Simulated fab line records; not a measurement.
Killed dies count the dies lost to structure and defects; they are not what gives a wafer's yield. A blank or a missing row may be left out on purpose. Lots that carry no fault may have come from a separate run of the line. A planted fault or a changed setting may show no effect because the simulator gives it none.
Which tool did it? ; flow rit_cmos ; 42 wafers from 14 lots sampled at 2 of the route's 202 steps

== WHAT THE GAUGES READ, wafer by wafer ==
RIT_WELLDRIVE_RS_MEAS_02: a four-point-probe measurement. Usual: PWELL_RS 429.1 ohm/sq, standard deviation 1.3.
lot;measured;on;PWELL_RS (ohm/sq);flag
L169;day 2 11:00;film_metro-03;429.0 430.6 430.2;
L170;day 2 16:38;film_metro-03;429.4 428.5 428.7;
L171;day 3 01:50;film_metro-03;428.7 428.7 427.8;
L172;day 3 03:05;film_metro-03;429.7 428.4 428.5;
L173;day 3 07:08;film_metro-03;427.3 428.1 428.4;
L174;day 3 15:58;film_metro-03;429.6 431.3 429.9;
L175;day 3 18:50;film_metro-01;429.1 428.8 429.3;
L182;day 5 12:11;film_metro-04;429.1 429.1 429.1;
L183;day 5 12:11;film_metro-03;437.5 436.7 437.5;OFF
L184;day 5 17:16;film_metro-03;436.0 435.8 436.5;OFF
L186;day 6 04:12;film_metro-01;428.6 429.6 429.7;
L187;day 6 07:07;film_metro-03;430.2 430.2 430.7;
L188;day 6 13:35;film_metro-01;428.5 425.4 427.6;
L189;day 6 18:57;film_metro-03;428.8 428.1 428.3;

== EACH LOT AND THE TOOL THAT RAN IT (in order: tool; ch and the chambers of the sampled wafers; start) ==
lot;RIT_PWELL_IMPLANT_08
L169;implanter-04 ch 0, day 2 05:25
L170;implanter-02 ch 0, day 2 09:00
L171;implanter-02 ch 0, day 2 20:08
L172;implanter-04 ch 0, day 2 21:29
L173;implanter-04 ch 0, day 3 00:37
L174;implanter-04 ch 0, day 3 08:05
L175;implanter-02 ch 0, day 3 13:14
L182;implanter-03 ch 0, day 5 02:12
L183;implanter-02 ch 0, day 5 03:00
L184;implanter-02 ch 0, day 5 11:39
L186;implanter-04 ch 0, day 5 20:45
L187;implanter-04 ch 0, day 6 00:20
L188;implanter-04 ch 0, day 6 07:53
L189;implanter-04 ch 0, day 6 13:22
- RIT_PWELL_IMPLANT_08

== AS READ BY THE TOOLS THEMSELVES (means over the sampled wafers that have a number; for cases with no such wafer, the mark the record gives instead) ==
RIT_PWELL_IMPLANT_08. Usual: beam_energy_keV 170.00, standard deviation 0.052.
lot;tool;beam_energy_keV;flag
L169;implanter-04;169.95;
L170;implanter-02;170.02;
L171;implanter-02;170.10;
L172;implanter-04;170.03;
L173;implanter-04;169.96;
L174;implanter-04;169.95;
L175;implanter-02;170.01;
L182;implanter-03;170.08;
L183;implanter-02;144.82;OFF
L184;implanter-02;144.73;OFF
L186;implanter-04;170.06;
L187;implanter-04;170.05;
L188;implanter-04;169.98;
L189;implanter-04;169.99;

== THE ANSWER, worked out from the rows above alone ==
Rule: a lot is off if the mean of its wafers that have a number lies more than 3 standard deviations from the usual mean. Also off: a lot with no number at a reading for which 4 or more lots have one. Any other lot the step has rows for is counted as sound. The gauges are gone through in route order, then the tools' own readings, and for those a lot's mean is taken as printed above. The first step at which some lot is off is used, and at that step the reading that is off furthest; a lot without a number counts as furthest.
Off: L183, L184, at RIT_WELLDRIVE_RS_MEAS_02 (PWELL_RS).
If a tool, at a process step before that reading, ran all the lots that are off and no sound lot after the first of them, it fits. The gauges at RIT_WELLDRIVE_RS_MEAS_02 aren't tried: what is off there is off at RIT_PWELL_IMPLANT_08 too, on other tools, and a gauge's error can't cause that. One fits: RIT_PWELL_IMPLANT_08 on implanter-02. A fault onset in the window from L175 (day 3 13:14, its last sound lot) to L183 (day 5 03:00, its first lot off) fits.
The tool's own readings at RIT_PWELL_IMPLANT_08 bear it out: on the lots that are off they differ by more than 5 times the standard deviation of the sound lots' means. beam_energy_keV reads 144.77 there against 170.01 on the sound lots.

== WHAT THE SIMULATOR PUT IN ==
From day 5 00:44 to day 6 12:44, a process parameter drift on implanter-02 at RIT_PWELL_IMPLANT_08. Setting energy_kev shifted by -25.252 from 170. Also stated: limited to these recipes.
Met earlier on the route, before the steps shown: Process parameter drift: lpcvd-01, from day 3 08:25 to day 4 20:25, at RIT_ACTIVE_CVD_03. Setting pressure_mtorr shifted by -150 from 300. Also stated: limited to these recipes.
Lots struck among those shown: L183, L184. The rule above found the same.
